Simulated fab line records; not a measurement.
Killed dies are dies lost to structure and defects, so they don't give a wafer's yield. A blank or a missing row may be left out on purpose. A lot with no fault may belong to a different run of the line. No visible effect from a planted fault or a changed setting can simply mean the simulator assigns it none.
Problem report, 8D (eight disciplines) form, completed by code -- flow berkeley cmos170 -- the parts of the form that need people (team, actions taken, sign-off) are left out

## 1. THE ISSUE
Mean of dose ions cm2 at UCB170_NWELL_IMPLANT_14: 1.1008e+13 across 9 wafers in 3 lots; on wafers with no fault it is 1.0001e+13 (standard deviation 1.1e+10). That puts it +92 standard deviations away from the usual mean.
Seen first at day 5 14:08 on implanter-03, wafer L504.3. The record has a number at this step for 45 wafers belonging to 15 lots. Rule for "out", or "out of limits": more than 4 standard deviations from the usual mean. Any other wafer with a number is counted as sound.

## 2. WHAT THIS IS AND IS NOT
question,is,is not
which readings at this step,dose ions cm2,-
which lots,"L504, L505, L507","L489, L490, L491, L492, L493, L494, L496, L497, L498, L502, L509, L512"
which wafers of those lots,all that have a number,-
read on which tools,implanter-03,"implanter-01, implanter-02"
when,from day 5 14:08,"up to then (30 sound wafers); but 6 sound wafers of L509, L512 came after"

## 3. SUSPECTS, AND WHAT RULES EACH OUT
Counting: a tool at any process step up to the reading remains a suspect when it ran all the lots that are out and ran no sound lot after the first of those.
- implanter-03 at UCB170_NWELL_IMPLANT_14: kept. All lots that are out passed through it, beginning with L504 at day 5 14:08, and no sound lot followed; its final sound lot before that point was L496 at day 3 20:02. On those wafers its own readings are out: dose ions cm2.
Left after counting: implanter-03 at UCB170_NWELL_IMPLANT_14.

## 4. THE CAUSE (what the simulator had put in)
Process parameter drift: implanter-03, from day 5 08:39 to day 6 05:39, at UCB170_NWELL_IMPLANT_14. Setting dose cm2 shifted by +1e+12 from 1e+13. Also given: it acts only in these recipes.
Counting left only this tool.

## 5. THE EFFECT CHAIN, in route order
One row per reading whose mean, taken over the struck wafers that have a number, lies over 3 standard deviations from the usual. Only readings whose record carries a usual standard deviation are examined. hours: median over the lots of the time between each lot's start at the first step of this table that gives one and its start at this step. sigmas: the change, counted in usual standard deviations.
hours,step,reading,usual,on struck wafers,change,sigmas
0,UCB170_NWELL_IMPLANT_14,dose ions cm2,1.0001e+13,1.1008e+13,+1.0071e+12,+92
0,UCB170_NWELL_IMPLANT_14,faraday current uA,31.7,34.7,+3.0,+5.0
Here are the process steps it includes:
- UCB170_NWELL_IMPLANT_14
Later measuring or inspecting steps at which every struck wafer that the step has a row for has a number for every such reading, and none has moved that far: UCB170_NWELL_TW_MEAS_16, UCB170_PWELL_THK_MEAS_06, UCB170_V1_OVL_MEAS_13.

## 6. WHAT WOULD HAVE CAUGHT IT SOONER
The fault began at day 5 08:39; the first out-of-limits reading in this record came at day 5 14:08, 5 hours later.
